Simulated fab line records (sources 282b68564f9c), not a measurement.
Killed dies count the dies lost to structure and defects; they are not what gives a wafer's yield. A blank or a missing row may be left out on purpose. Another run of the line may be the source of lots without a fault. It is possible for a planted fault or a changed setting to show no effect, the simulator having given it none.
fab line records ; flow rit_cmos
[record] lots = 6; wafers = 18; last_day = 7
route steps=202 shown NWELL@35 PWELL@39 WELLDRIVE@50 NRETRO@53 M1@202
lots that met no fault: taken from a fault-free run of the same line
start_h: the number of hours between the record's first day and the start of the first shown wafer of the lot ; wait_h: hours since the lot's step before ; " same as the row above ; L1.1+2: a single row standing in for several wafers ; - no value, or no start was given ; * or withheld: withheld ; < > ~ a bound
route shown NAME@n: NAME is a module with steps in the file, n the number in the route of the first one ; usual: mean and standard deviation over wafers with no fault ; same: alike in all rows ; chamber/n: place in a boat ; sites: each site's reading ; _std_site: the values' standard deviation ; _edge_site: inner sites' mean taken away from outer sites' mean ; radius_mm: how far each site lies from the wafer's centre ; mask NAME#n: copy n ; behind: the tool/chamber that last shaped the wafer ; hold: the reason the lot was held/the length of the hold in hours/how it ended ; device: which transistor (n, p or np) failed to switch ; end of line: tests run on the same wafers once the route is complete ; a step with no rows: only its recipe ; killed: not the wafer's yield, but the dies lost to structure and defects at the first sort ; map: the dies of a wafer, with x for killed, . for not killed, _ for no die there
set.NAME: setting as actually run; set.NAME@STEP: the setting as run at that earlier step ; model.NAME: the simulator's own value behind a step, which no gauge read
a table for each step, a row for each wafer; lots at some steps of the route
services: from which hour (start_h, from the record's first day; less than 0 if before it) a tool's chamber was out of use, for how many hours, and why
[[steps]]
[step RIT_NWELL_HARDBAKE_07]
[recipe] resist = NOVOLAK; temp_c = 140; time_s = 120
[step RIT_NWELL_IMPLANT_08]
[recipe] species = P; energy_kev = 170; dose_cm2 = 5e+13; tilt_deg = 7
[step RIT_NWELL_STRIP_09]
[recipe] chemistry = O2; time_s = 180; resist = NOVOLAK; platen_temp_c = withheld; power_w = 500; pressure_mtorr = 4000; o2_flow_sccm = 4000
[usual] chamber_pressure_mTorr = 4000/3.4; drypump_motor_current_A = 5.5/0.59
lot.wafer;tool;chamber;start_h;wait_h;chamber_pressure_mTorr;drypump_motor_current_A;rf_hours_counter_h
L724.1;plasma_asher-03;1;28.58;0.1;3996;6.6;39
L724.5;plasma_asher-03;1;28.58;0.1;4001;6.6;-
L724.6;plasma_asher-03;0;28.58;0.1;3993;5.6;-
L726.1;plasma_asher-03;0;36.07;0.1;4002;5.5;40
L726.3;plasma_asher-03;0;36.07;0.1;3997;5.5;-
L726.4;plasma_asher-03;1;36.07;0.1;3997;6.6;-
L735.1;plasma_asher-03;1;80.70;0.1;3998;6.6;44
L735.5;plasma_asher-03;0;80.70;0.1;4002;5.6;-
L735.6;plasma_asher-03;1;80.70;0.1;4000;6.6;-
L737.4;plasma_asher-01;1;92.82;0.1;3999;5.0;-
L737.5;plasma_asher-01;0;92.82;0.1;4000;5.4;-
L737.6;plasma_asher-01;1;92.82;0.1;4001;5.0;-
L742.1;plasma_asher-03;1;116.83;0.1;3995;6.6;48
L742.4;plasma_asher-03;1;116.83;0.1;4003;6.6;-
L742.6;plasma_asher-03;0;116.83;0.1;3998;5.6;-
L745.1;plasma_asher-04;0;131.62;0.1;3999;6.2;51
L745.2;plasma_asher-04;1;131.62;0.1;4000;4.7;51
L745.6;plasma_asher-04;0;131.62;0.1;4000;6.2;-
[step RIT_NWELL_TW_MEAS_10]
[usual] NWELL_TW = 2119/16
lot.wafer;tool;chamber;start_h;wait_h;NWELL_TW
L724.1;film_metro-04;-;28.76;0.1;2132
L724.5;film_metro-04;-;28.76;0.1;2134
L724.6;film_metro-04;-;28.76;0.1;2134
L726.1;film_metro-03;-;36.24;0.1;2100
L726.3;film_metro-03;-;36.24;0.1;2105
L726.4;film_metro-03;-;36.24;0.1;2102
L735.1;film_metro-02;-;80.87;0.1;2121
L735.5;film_metro-02;-;80.87;0.1;2112
L735.6;film_metro-02;-;80.87;0.1;2116
L737.4;film_metro-04;-;92.97;0.1;2142
L737.5;film_metro-04;-;92.97;0.1;2131
L737.6;film_metro-04;-;92.97;0.1;2137
L742.1;film_metro-03;-;117.00;0.1;2101
L742.4;film_metro-03;-;117.00;0.1;2099
L742.6;film_metro-03;-;117.00;0.1;2112
L745.1;film_metro-04;-;131.79;0.1;2144
L745.2;film_metro-04;-;131.79;0.1;2147
L745.6;film_metro-04;-;131.79;0.1;2150
[step RIT_PWELL_HMDS_00]
[recipe] prime_time_s = 60; prime_temp_c = 140
[step RIT_PWELL_COAT_01]
[recipe] resist = NOVOLAK; spin_rpm = 2000; resist_thk_nm = 1300
[step RIT_PWELL_SOFTBAKE_02]
[recipe] resist = NOVOLAK; temp_c = 90; time_s = 60
[step RIT_PWELL_EXPOSE_03]
[recipe] mask_id = M3; na = 0.57; target_cd_nm = 43700; dose_mj = 250
[step RIT_PWELL_PEB_04]
[recipe] resist = NOVOLAK; temp_c = withheld; time_s = withheld
[step RIT_PWELL_DEVELOP_05]
[recipe] resist = NOVOLAK; develop_time_s = 68; dev_temp_c = 23
[step RIT_PWELL_OVL_MEAS_06]
[usual] PWELL_OVL = -1.1/1.2
lot.wafer;tool;chamber;start_h;wait_h;PWELL_OVL[nm]
L724.1;overlay-01;-;29.71;-;-2.2
L724.5;overlay-01;-;29.71;-;-0.9
L724.6;overlay-01;-;29.71;-;-2.1
L726.1;overlay-02;-;37.31;-;-1.8
L726.3;overlay-02;-;37.31;-;-0.1
L726.4;overlay-02;-;37.31;-;-1.8
L735.1;overlay-01;-;82.09;-;-1.7
L735.5;overlay-01;-;82.09;-;-2.4
L735.6;overlay-01;-;82.09;-;-1.5
L737.4;overlay-01;-;93.90;-;-2.3
L737.5;overlay-01;-;93.90;-;-4.3
L737.6;overlay-01;-;93.90;-;-3.3
L742.1;overlay-02;-;118.07;-;-0.4
L742.4;overlay-02;-;118.07;-;-1.7
L742.6;overlay-02;-;118.07;-;-1.4
L745.1;overlay-01;-;132.73;-;-2.0
L745.2;overlay-01;-;132.73;-;-1.0
L745.6;overlay-01;-;132.73;-;-2.0
[step RIT_PWELL_HARDBAKE_07]
[recipe] resist = NOVOLAK; temp_c = 140; time_s = 120
[step RIT_PWELL_IMPLANT_08]
[recipe] species = B; energy_kev = 170; dose_cm2 = 7e+13; tilt_deg = 7
[usual] dose_ions_cm2 = 7e+13/8.8e+10; faraday_current_uA = 222/4.5
lot.wafer;tool;chamber;start_h;wait_h;dose_ions_cm2;faraday_current_uA
L724.1;implanter-03;0;30.00;0.2;6.995e+13;219
L724.5;implanter-03;0;30.00;0.2;6.995e+13;223
L724.6;implanter-03;0;30.00;0.2;6.996e+13;226
L726.1;implanter-03;0;37.59;0.2;7.004e+13;215
L726.3;implanter-03;0;37.59;0.2;6.996e+13;223
L726.4;implanter-03;0;37.59;0.2;7.007e+13;217
L735.1;implanter-03;0;82.37;0.2;5.535e+13;180
L735.5;implanter-03;0;82.37;0.2;5.528e+13;180
L735.6;implanter-03;0;82.37;0.2;5.537e+13;175
L737.4;implanter-03;0;94.24;0.2;5.543e+13;181
L737.5;implanter-03;0;94.24;0.2;5.532e+13;171
L737.6;implanter-03;0;94.24;0.2;5.534e+13;179
L742.1;implanter-02;0;118.35;0.2;7.001e+13;226
L742.4;implanter-02;0;118.35;0.2;7.002e+13;211
L742.6;implanter-02;0;118.35;0.2;7.002e+13;227
L745.1;implanter-02;0;133.02;0.2;6.993e+13;227
L745.2;implanter-02;0;133.02;0.2;6.998e+13;224
L745.6;implanter-02;0;133.02;0.2;7.006e+13;213
[step RIT_PWELL_STRIP_09]
[recipe] chemistry = O2; time_s = 180; resist = NOVOLAK; platen_temp_c = withheld; power_w = 500; pressure_mtorr = 4000; o2_flow_sccm = 4000
[usual] chamber_pressure_mTorr = 4000/3.6; drypump_motor_current_A = 5.7/0.53
lot.wafer;tool;chamber;start_h;wait_h;chamber_pressure_mTorr;drypump_motor_current_A;rf_hours_counter_h
L724.1;plasma_asher-03;1;30.15;0.1;4000;6.6;39
L724.5;plasma_asher-03;1;30.15;0.1;4007;6.6;-
L724.6;plasma_asher-03;0;30.15;0.1;4000;5.5;-
L726.1;plasma_asher-04;1;37.74;0.1;4001;4.7;41
L726.3;plasma_asher-04;0;37.74;0.1;3999;6.2;-
L726.4;plasma_asher-04;1;37.74;0.1;3995;4.7;-
L735.1;plasma_asher-02;1;82.52;0.1;4003;5.5;25
L735.5;plasma_asher-02;1;82.52;0.1;3999;5.5;-
L735.6;plasma_asher-02;0;82.52;0.1;4006;5.9;-
L737.4;plasma_asher-03;1;94.37;0.1;3993;6.6;-
L737.5;plasma_asher-03;1;94.37;0.1;4000;6.5;-
L737.6;plasma_asher-03;0;94.37;0.1;4007;5.5;-
L742.1;plasma_asher-04;1;118.50;0.1;3992;4.7;50
L742.4;plasma_asher-04;1;118.50;0.1;3995;4.7;-
L742.6;plasma_asher-04;0;118.50;0.1;4002;6.2;-
L745.1;plasma_asher-04;0;133.17;0.1;4001;6.2;51
L745.2;plasma_asher-04;1;133.17;0.1;4001;4.8;51
L745.6;plasma_asher-04;1;133.17;0.1;4005;4.7;-
[step RIT_PWELL_TW_MEAS_10]
[usual] PWELL_TW = 941/6.7
lot.wafer;tool;chamber;start_h;wait_h;PWELL_TW
L724.1;film_metro-03;-;30.32;0.1;934
L724.5;film_metro-03;-;30.32;0.1;930
L724.6;film_metro-03;-;30.32;0.1;936
L726.1;film_metro-04;-;37.92;0.1;946
L726.3;film_metro-04;-;37.92;0.1;953
L726.4;film_metro-04;-;37.92;0.1;943
L735.1;film_metro-02;-;82.70;0.1;874
L735.5;film_metro-02;-;82.70;0.1;867
L735.6;film_metro-02;-;82.70;0.1;874
L737.4;film_metro-03;-;94.52;0.1;871
L737.5;film_metro-03;-;94.52;0.1;870
L737.6;film_metro-03;-;94.52;0.1;871
L742.1;film_metro-02;-;118.68;0.1;944
L742.4;film_metro-02;-;118.68;0.1;939
L742.6;film_metro-02;-;118.68;0.1;939
L745.1;film_metro-03;-;133.34;0.1;935
L745.2;film_metro-03;-;133.34;0.1;921
L745.6;film_metro-03;-;133.34;0.1;927
[step RIT_WELLDRIVE_ANNEAL_00]
[recipe] temp_c = 1100; time_s = 14700; ambient = N2
[step RIT_WELLDRIVE_RS_MEAS_01]
[recipe] thk_meas_gauge = four-point-probe
[usual] NWELL_RS = 275.2/0.68
lot.wafer;tool;chamber;start_h;wait_h;NWELL_RS[ohm/sq]
L724.1;film_metro-03;-;37.20;0.0;275.0
L724.5;film_metro-03;-;37.20;0.0;275.2
L724.6;film_metro-03;-;37.20;0.0;274.8
L726.1;film_metro-03;-;43.36;0.0;274.1
L726.3;film_metro-03;-;43.36;0.0;275.8
L726.4;film_metro-03;-;43.36;0.0;275.7
L735.1;film_metro-04;-;87.84;0.0;275.8
L735.5;film_metro-04;-;87.84;0.0;275.6
L735.6;film_metro-04;-;87.84;0.0;274.9
L737.4;film_metro-03;-;99.69;0.1;275.0
L737.5;film_metro-03;-;99.69;0.1;274.8
L737.6;film_metro-03;-;99.69;0.1;274.5
L742.1;film_metro-02;-;124.27;0.0;275.7
L742.4;film_metro-02;-;124.27;0.0;276.7
L742.6;film_metro-02;-;124.27;0.0;275.6
L745.1;film_metro-02;-;138.49;0.0;275.1
L745.2;film_metro-02;-;138.49;0.0;275.3
L745.6;film_metro-02;-;138.49;0.0;275.2
[step RIT_WELLDRIVE_RS_MEAS_02]
[recipe] thk_meas_gauge = four-point-probe
[usual] PWELL_RS = 429.9/1.2
lot.wafer;tool;chamber;start_h;wait_h;PWELL_RS[ohm/sq]
L724.1;film_metro-03;-;37.32;0.1;431.8
L724.5;film_metro-03;-;37.32;0.1;430.0
L724.6;film_metro-03;-;37.32;0.1;429.4
L726.1;film_metro-03;-;43.48;0.1;430.4
L726.3;film_metro-03;-;43.48;0.1;428.9
L726.4;film_metro-03;-;43.48;0.1;430.4
L735.1;film_metro-04;-;87.96;0.1;497.7
L735.5;film_metro-04;-;87.96;0.1;497.7
L735.6;film_metro-04;-;87.96;0.1;497.2
L737.4;film_metro-03;-;99.81;0.1;498.1
L737.5;film_metro-03;-;99.81;0.1;499.4
L737.6;film_metro-03;-;99.81;0.1;499.6
L742.1;film_metro-02;-;124.39;0.1;428.9
L742.4;film_metro-02;-;124.39;0.1;429.8
L742.6;film_metro-02;-;124.39;0.1;429.6
L745.1;film_metro-02;-;138.61;0.1;428.6
L745.2;film_metro-02;-;138.61;0.1;428.8
L745.6;film_metro-02;-;138.61;0.1;428.9
[step RIT_NRETRO_HMDS_00]
[recipe] prime_time_s = 60; prime_temp_c = 140
[step RIT_M1_PROBE_99]
[usual] killed_at_contacts = 0.1/0.27; killed_at_front_end = 6.1/2.9; killed_dies = 6.2/2.9; killed_open = 3.2/1.9; killed_short = 3/1.9
[same] gross_dies = 264; killed_at_M0_to_M3 = 0; killed_at_M4_up = 0; killed_at_back_side = 0; killed_at_other = 0
lot.wafer;tool;chamber;start_h;wait_h;killed_at_contacts;killed_at_front_end;killed_dies;killed_open;killed_short;model.etest.nmos_0p3.r_on_ohm_um;model.etest.pwell_pinched.rs_ohm_sq;model.etest.pwell.rs_ohm_sq;model.etest.nmos_0p15.r_on_ohm_um;model.etest.nmos_turned.drive_ua_um;model.etest.nmos_0p15.drive_ua_um;model.etest.nmos_narrow.drive_ua_um;model.etest.nmos_0p3.drive_ua_um
L724.1;prober-01;-;66.87;0.1;0;4;4;2;2;2155;461.7;415.7;1149;322.5;451.3;226.4;223.2
L724.5;prober-01;-;67.07;0.2;0;5;5;2;3;2149;453.8;412.8;1111;324.5;464.5;229.1;226.9
L724.6;prober-01;-;67.12;0.2;0;4;4;1;3;2124;457.8;407.8;1125;334.4;473.4;233.4;230.2
L726.1;prober-01;-;75.06;0.1;0;5;5;3;2;2187;455.4;410.6;1138;327.7;471.1;223.8;222.9
L726.3;prober-01;-;75.16;0.2;1;12;13;8;5;2140;453.8;406.3;1139;336.3;478.1;235.4;232.9
L726.4;prober-01;-;75.21;0.2;0;4;4;3;1;2106;449.1;409.6;1082;338.9;486.8;233.9;231.2
L735.1;prober-02;-;116.70;0.1;0;5;5;4;1;2016;533.7;480.8;1072;381.5;516.7;260.9;258.6
L735.5;prober-02;-;116.90;0.2;0;11;11;7;4;2019;533.3;476.4;1104;383;515.2;261.4;258.4
L735.6;prober-02;-;116.95;0.2;1;9;10;4;6;2056;536.8;482.4;1123;365.6;499;257.3;254.8
L737.4;prober-02;-;129.15;0.2;0;6;6;2;4;2052;539.7;482.8;1122;369.5;496.7;247.7;253.8
L737.5;prober-02;-;129.20;0.2;0;3;3;2;1;2031;535;480.8;1102;369.1;502.8;253.4;254.5
L737.6;prober-02;-;129.25;0.2;0;3;3;2;1;2053;529.3;478.3;1087;376;498.6;247.1;248.1
L742.1;prober-01;-;154.13;0.1;0;3;3;1;2;2159;461.5;412.1;1164;346.6;481.8;239.7;235.8
L742.4;prober-01;-;154.28;0.2;0;5;5;0;5;2150;456.1;413.2;1153;343.2;469.9;232.6;230.5
L742.6;prober-01;-;154.38;0.2;0;10;10;5;5;2173;464;416.1;1179;336.5;470.4;237.2;233.2
L745.1;prober-02;-;167.13;0.1;1;6;7;7;0;2110;455.4;411;1101;334.5;480.3;231.9;230.4
L745.2;prober-02;-;167.18;0.1;0;9;9;5;4;2152;455.9;416.4;1104;329.4;483;225.1;227.6
L745.6;prober-02;-;167.38;0.2;0;6;6;2;4;2128;458.4;413.4;1098;336.9;485.9;229.5;230.6
// killed by level:class
L724.1 GATE:geometric_particle:open=1 GATE:geometric_particle:short=1 SPACER:geometric_particle:open=1 SPACER:geometric_particle:short=1
L724.5 SPACER:geometric_particle:open=2 GATE:geometric_particle:short=1 SPACER:geometric_particle:short=1 SILICIDE:geometric_particle:short=1
L724.6 FOX2:geometric_particle:short=1 GATE:geometric_particle:short=1 REOX:geometric_particle:open=1 SPACER:geometric_particle:short=1
L726.1 GATE:geometric_particle:open=2 FOX2:geometric_particle:open=1 GATE:geometric_particle:short=1 REOX:geometric_particle:short=1
L726.3 FOX1:geometric_particle:open=2 GATE:geometric_particle:short=2 GATE:geometric_particle:open=2 REOX:geometric_particle:short=2 REOX:geometric_particle:open=1 SPACER:geometric_particle:open=1 SILICIDE:geometric_particle:short=1 SILICIDE:geometric_particle:open=1
L726.4 GATE:geometric_particle:open=1 REOX:geometric_particle:open=1 REOX:geometric_particle:short=1 SILICIDE:geometric_particle:open=1
L735.1 SILICIDE:geometric_particle:open=2 FOX1:geometric_particle:short=1 FOX2:geometric_particle:open=1 SPACER:geometric_particle:open=1
L735.5 FOX1:geometric_particle:open=2 GATE:geometric_particle:open=2 SILICIDE:geometric_particle:open=2 FOX1:geometric_particle:short=1 FOX2:geometric_particle:short=1 REOX:geometric_particle:short=1 REOX:geometric_particle:open=1 SILICIDE:geometric_particle:short=1
L735.6 GATE:geometric_particle:short=3 FOX2:geometric_particle:short=2 FOX1:geometric_particle:open=1 FOX2:geometric_particle:open=1 GATE:geometric_particle:open=1 SILICIDE:geometric_particle:open=1 CONTACT:geometric_particle:short=1
L737.4 GATE:geometric_particle:short=2 FOX1:geometric_particle:open=1 FOX2:geometric_particle:short=1 GATE:geometric_particle:open=1 REOX:geometric_particle:short=1
L737.5 FOX1:geometric_particle:open=1 FOX2:geometric_particle:open=1 REOX:geometric_particle:short=1
L737.6 GATE:geometric_particle:open=2 SPACER:geometric_particle:short=1
L742.1 FOX2:geometric_particle:short=2 GATE:geometric_particle:open=1
L742.4 SPACER:geometric_particle:short=2 FOX1:geometric_particle:short=1 GATE:geometric_particle:short=1 REOX:geometric_particle:short=1
L742.6 FOX1:geometric_particle:short=2 REOX:geometric_particle:open=2 FOX1:geometric_particle:open=1 FOX2:geometric_particle:open=1 FOX2:geometric_particle:short=1 GATE:geometric_particle:short=1 REOX:geometric_particle:short=1 SPACER:geometric_particle:open=1
L745.1 GATE:geometric_particle:open=3 SILICIDE:geometric_particle:open=2 REOX:geometric_particle:open=1 CONTACT:geometric_particle:open=1
L745.2 GATE:geometric_particle:open=3 SILICIDE:geometric_particle:short=2 FOX2:geometric_particle:short=1 GATE:geometric_particle:short=1 REOX:geometric_particle:open=1 SILICIDE:geometric_particle:open=1
L745.6 GATE:geometric_particle:short=4 GATE:geometric_particle:open=1 SILICIDE:geometric_particle:open=1
[[services]]
tool;chamber;start_h;hours;kind
plasma_asher-02;-;105.11;0.7;repair
plasma_asher-01;-;108.85;9.0;pm
plasma_asher-01;0;108.85;9.0;vent_cycle
plasma_asher-01;1;108.85;9.0;vent_cycle
plasma_asher-01;0;117.85;-;clean
plasma_asher-01;1;117.85;-;clean
[[key]]
[first_sign] step = RIT_PWELL_IMPLANT_08; reading = dose_ions_cm2; direction = down; sigmas = 99+; usual = 7e+13; struck = 5.535e+13
[effect] step = RIT_PWELL_IMPLANT_08; reading = faraday_current_uA; direction = down; sigmas = 9.8; usual = 222; struck = 177
[effect] step = RIT_PWELL_TW_MEAS_10; reading = PWELL_TW; direction = down; sigmas = 11; usual = 941; struck = 871
[effect] step = RIT_WELLDRIVE_RS_MEAS_02; reading = PWELL_RS; direction = up; sigmas = 59; usual = 429.9; struck = 498.3
[model_effect] step = RIT_M1_PROBE_99; value = etest.nmos_0p3.r_on_ohm_um; without = 2178; struck = 2038
met_at RIT_PWELL_IMPLANT_08
struck_wafers L735.1,L735.5,L735.6,L737.4,L737.5,L737.6
tester_left_out L735,L737
onset_between 37.59 82.37
[fault] kind = process_parameter_drift; tool = implanter-03; chamber = -; onset_h = 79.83; steps = RIT_PWELL_IMPLANT_08; channel = dose_cm2; offset = -1.47e+13; shape = step; end_h = 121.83; acts_in = these_recipes_only; stated = 7e+13
// tester_left_out: of these lots the tester's yield and bins aren't shown, on N5 and GAA mostly nor the transistor test; their killed dies are dies lost to structure and defects alone, not to doping, threshold or leakage, so they don't give the yield
